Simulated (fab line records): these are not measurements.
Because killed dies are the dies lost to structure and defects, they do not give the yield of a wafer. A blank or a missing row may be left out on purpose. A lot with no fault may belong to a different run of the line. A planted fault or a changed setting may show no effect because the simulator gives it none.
Which tool was responsible? + flow berkeley-cmos170 + 11 lots with 33 wafers sampled at 2 steps, on a route of 331 steps

== WHAT THE GAUGES READ, wafer by wafer ==
UCB170_M3_CD_MEAS_15: target cd 700 nm.
| lot  | measured     | on        | cd-nm (nm)        |
|------|--------------|-----------|-------------------|
| L584 | day 7 04:14  | cd-sem-01 | 698.4 699.8 700.1 |
| L585 | day 7 18:08  | cd-sem-02 | 698.8 697.7 697.7 |
| L586 | day 8 08:32  | cd-sem-02 | 701.0 700.3 700.8 |
| L587 | day 8 08:11  | cd-sem-01 | 698.5 699.6 699.1 |
| L588 | day 8 08:47  | cd-sem-02 | 700.1 700.5 701.1 |
| L597 | day 11 14:07 | cd-sem-02 | 693.3 694.4 689.9 |
| L599 | day 11 14:35 | cd-sem-01 | 698.4 698.6 698.5 |
| L602 | day 11 14:52 | cd-sem-02 | 699.4 699.4 699.0 |
| L603 | day 12 12:05 | cd-sem-02 | 700.3 700.5 699.4 |
| L605 | day 12 12:51 | cd-sem-02 | 699.6 699.4 699.2 |
| L606 | day 12 11:49 | cd-sem-01 | 701.8 701.6 701.5 |

== EACH LOT AND THE TOOL THAT RAN IT (in order: tool; ch and the chambers of the sampled wafers; start) ==
| lot  | UCB170_M3_EXPOSE_12               |
|------|-----------------------------------|
| L584 | krf-scanner-02 ch 0, day 7 03:38  |
| L585 | krf-scanner-02 ch 0, day 7 17:45  |
| L586 | krf-scanner-01 ch 0, day 8 07:55  |
| L587 | krf-scanner-01 ch 0, day 8 07:47  |
| L588 | krf-scanner-01 ch 0, day 8 08:01  |
| L597 | krf-scanner-02 ch 0, day 11 13:13 |
| L599 | krf-scanner-01 ch 0, day 11 13:48 |
| L602 | krf-scanner-01 ch 0, day 11 14:08 |
| L603 | krf-scanner-01 ch 0, day 12 11:41 |
| L605 | krf-scanner-01 ch 0, day 12 12:28 |
| L606 | krf-scanner-01 ch 0, day 12 11:16 |
- UCB170_M3_EXPOSE_12: exposes mask METAL3, target cd 700 nm.

== THE ANSWER, worked out from the rows above alone ==
Rule: what is usual is taken from the lots themselves. The widest of any qualifying gaps counts: lots, ordered by their means at a reading, are off when they make up no more than a third of the lots, leave a main group of 4 or more, and stand apart from it by 3 or more times the standard deviation of that group's means. The tables above print the reading to a certain number of digits; a main group whose means all agree to those digits is not used. A lot without any number at a reading at which 4 lots or more have one is off too. All remaining lots with rows at the step are treated as sound.
Off at UCB170_M3_CD_MEAS_15 (cd-nm): L597. The main group: mean 699.7 nm, standard deviation 1.
A tool fits if, at a process step before that reading, it ran every lot that is off, and no sound lot after the first of them. Gauges at UCB170_M3_CD_MEAS_15: tried the same way as those tools. One candidate fits, namely krf-scanner-02 at UCB170_M3_EXPOSE_12. A fault onset in the window from L585 (day 7 17:45, its last sound lot) to L597 (day 11 13:13, its first lot off) fits.

== WHAT THE SIMULATOR PUT IN ==
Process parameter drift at UCB170_M3_EXPOSE_12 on krf-scanner-02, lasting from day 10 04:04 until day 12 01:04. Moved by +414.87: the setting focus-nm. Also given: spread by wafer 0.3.
Lots struck among those shown: L597. The rule above found the same.
